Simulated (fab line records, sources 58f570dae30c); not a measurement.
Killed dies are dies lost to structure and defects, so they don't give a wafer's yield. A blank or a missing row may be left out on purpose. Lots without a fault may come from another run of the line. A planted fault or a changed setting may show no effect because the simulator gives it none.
Problem report in the 8D (eight disciplines) form, filled by code | flow berkeley_cmos170 | the parts of the form that need people (team, actions taken, sign-off) are left out

1. THE PROBLEM
prime_temp_c at UCB170_M3_HMDS_04 reads a mean of 102.19 C on 6 wafers of 2 lots; wafers without a fault read 100.01 C with a standard deviation of 0.13. That is +17 standard deviations from the usual mean.
The step: prime time 60 s.
First seen on wafer L346.1, day 11 10:42, on litho_track-02. The record holds 42 wafers of 14 lots with a number at this step. Rule for "out", or "out of limits": more than 4 standard deviations from the usual mean. The other wafers with a number count as sound.

2. WHAT IT IS AND WHAT IT IS NOT
question                    | is                     | is not
which readings at this step | prime_temp_c           | -
which lots                  | L345, L346             | L327, L328, L329, L330, L332, L333, L335, L336, L339, L340, L341, L349
which wafers of those lots  | all that have a number | -
read on which tools         | litho_track-02         | litho_track-01, litho_track-04
when                        | from day 11 10:42      | up to then (33 sound wafers); but 3 sound wafers of L349 came after

3. SUSPECTS, AND WHAT RULES EACH OUT
Counting: a tool at a process step up to the reading stays a suspect if it ran every lot that is out and no sound lot after the first of them.
- litho_track-02 at UCB170_M3_HMDS_04 (prime time 60 s): kept. It ran every lot that is out, first L346 (day 11 10:42), and no sound lot after that; its last sound lot up to then is L336 (day 9 15:53). Its own readings are out on those wafers: prime_temp_c.
Left after counting: litho_track-02 at UCB170_M3_HMDS_04.

4. THE CAUSE (what the simulator had put in)
Process parameter drift: litho_track-02, from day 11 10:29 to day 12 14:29, at UCB170_M3_HMDS_04. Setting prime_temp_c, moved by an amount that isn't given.
Counting left only this tool.

5. THE CHAIN OF EFFECTS, in route order
Each row: a reading whose mean over the struck wafers that have a number lies more than 3 standard deviations from the usual. Only readings for which the record gives a usual standard deviation are gone through. hours: the time from each lot's start at the first step in this table that gives one to its start at this step, as a median over the lots. sigmas: the change in usual standard deviations.
hours | step              | reading      | usual    | on struck wafers | change | sigmas
0     | UCB170_M3_HMDS_04 | prime_temp_c | 100.01 C | 102.19           | +2.17  | +17
The process steps in it:
- UCB170_M3_HMDS_04: prime time 60 s.

6. WHAT WOULD HAVE CAUGHT IT SOONER
In this record the first reading out of limits was taken at day 11 10:42, 0 hours after the fault began at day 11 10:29.
